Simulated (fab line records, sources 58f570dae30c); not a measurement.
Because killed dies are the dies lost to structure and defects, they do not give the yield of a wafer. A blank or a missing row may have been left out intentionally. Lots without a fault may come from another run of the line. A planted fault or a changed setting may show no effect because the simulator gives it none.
Struck lot and sound lot, side by side	flow berkeley_cmos170	23 out of 331 route steps
Sound: wafers L959.1, L959.2, L959.5. The struck wafers were L965.1, L965.4, L965.5. The cause is given at the end.
Each step with rows lists, per side, the tool, then ch with its chambers, then its first start. Under that, the readings that differ: sound wafers	struck wafers	difference of the means	sigmas: that difference in standard deviations of wafers without a fault.
alike: readings whose means differ by less than 2 such deviations, and words and numbers that are the same on both sides. not compared: withheld readings, readings that some wafer has no value for, bounds like >300 that may hide the same value, and numbers for which the record gives no deviation and whose values overlap.
A row with sigmas, a row that says differs or no value, or rows on one side alone: a step with any of these is where the two part. Non-overlapping numbers with no deviation appear without sigmas and do not part them. Lack of a reading on every wafer of one side parts them only where that side has two or more wafers.

UCB170_PVT_OVL_MEAS_06:
  struck on overlay-01, day 8 06:44; sound on overlay-01, day 6 20:47
  alike: PVT_OVL
then, 1 step without rows for these wafers: UCB170_PVT_IMPLANT_07.
UCB170_PVT_STRIP_08: strips in O2.
  sound on plasma_asher-01 ch 0,1, day 6 20:58; struck on plasma_asher-01 ch 0,1, day 8 06:56
  alike: drypump_motor_current_A, oes_product_au, strip_time_to_endpoint_s
  not compared: rf_hours_counter_h
UCB170_PVT_TW_MEAS_09:
  struck on film_metro-02, day 8 07:02; sound on film_metro-03, day 6 21:04
reading	sound	struck	difference	sigmas
PVT_TW	511 511 512	496 497 500	-14	-3
then, 1 step without rows for these wafers: UCB170_GATE_WET_ETCH_00 (etches SiO2 in dHF, time 200 s).
UCB170_FIELD_THK_MEAS_91:
  struck on film_metro-01, day 8 07:09; sound on film_metro-02, day 6 21:11
  alike: FIELD_OXIDE_LEFT_2_THK
then, 1 step without rows for these wafers: UCB170_GATE_OXIDATION_01 (target thk 6.6 nm, ox time 1800 s).
UCB170_GATE_THK_MEAS_02:
  struck on film_metro-04, day 8 13:20; sound on film_metro-02, day 7 04:57
  alike: GATE_OXIDE_THK
then, 2 steps without rows for these wafers: UCB170_GATE_ANNEAL_03 (time 1800 s); UCB170_GATE_CVD_04 (deposits poly-Si from SiH4, time 1440 s, target thk 214 nm).
UCB170_GATE_THK_MEAS_05:
  struck on film_metro-04, day 9 00:55; sound on film_metro-02, day 7 12:48
  alike: GATE_POLY_THK
then, 1 step without rows for these wafers: UCB170_GATE_COAT_06.
UCB170_GATE_COAT_07: resist thk 900 nm.
  sound on litho_track-02 ch 0, day 7 13:00; struck on litho_track-03 ch 0, day 9 01:00
reading	sound	struck	difference	sigmas
spin_speed_rpm (rpm)	1499.7 1499.7 1499.4	1474.4 1472.6 1472.1	-26.6	-32
model.KrF_of_GATE_COAT_07.thk_nm (nm)	900.5 903.1 900	905.1 906.9 906.5	+5.0	
then, 4 steps without rows for these wafers: UCB170_GATE_SOFTBAKE_08 (time 60 s); UCB170_GATE_EXPOSE_09 (exposes mask POLY, target cd 350 nm); UCB170_GATE_PEB_10; UCB170_GATE_DEVELOP_11 (develop time 45 s).
UCB170_GATE_CD_MEAS_12 targets a cd of 350 nm.
  struck on cd_sem-01, day 9 02:31; sound on cd_sem-02, day 7 14:22
reading	sound	struck	difference	sigmas
cd_nm (nm)	349.4 348.2 349.3	353.7 352.7 353.2	+4.2	+3
UCB170_GATE_OVL_MEAS_13:
  struck on overlay-02, day 9 02:38; sound on overlay-01, day 7 14:29
  alike: GATE_OVL
UCB170_GATE_ETCH_14: etches BARC in N2/H2.
  sound on rie_diel-01 ch 1,3, day 7 14:32; struck on rie_diel-03 ch 1,2,3, day 9 02:41
reading	sound	struck	difference	sigmas
throttle_valve_pct (%)	13.46 13.69 13.46	12.88 13.25 13.16	-0.44	-2
  alike: drypump_motor_current_A, h2_flow_sccm, oes_product_au
UCB170_GATE_ETCH_15: etches poly-Si in HBr/Cl2, stops on SiO2, time 56.3 s, target depth 278.2 nm.
  sound on rie_si-02 ch 1,2, day 7 14:34; struck on rie_si-01 ch 0,1, day 9 02:43
reading	sound	struck	difference	sigmas
model.KrF_of_GATE_COAT_07.thk_nm (nm)	779.2 780 776.4	782.1 783.8 783.6	+4.6	
  alike: drypump_motor_current_A, oes_product_au, throttle_valve_pct
  not compared: rf_hours_counter_h
UCB170_GATE_STRIP_16: strips in O2.
  sound on plasma_asher-01 ch 0,1, day 7 14:37; struck on plasma_asher-02 ch 0,1, day 9 02:46
  alike: drypump_motor_current_A, oes_product_au
  not compared: rf_hours_counter_h
UCB170_M3_PROBE_99:
  rows exist in the record for the sound wafers here (prober-02, day 9 04:40), none for the struck ones

== WHERE THEY PART ==
Last at UCB170_M3_PROBE_99 as far as this record goes, first at UCB170_PVT_TW_MEAS_09.

WHY: what had been put in by the simulator
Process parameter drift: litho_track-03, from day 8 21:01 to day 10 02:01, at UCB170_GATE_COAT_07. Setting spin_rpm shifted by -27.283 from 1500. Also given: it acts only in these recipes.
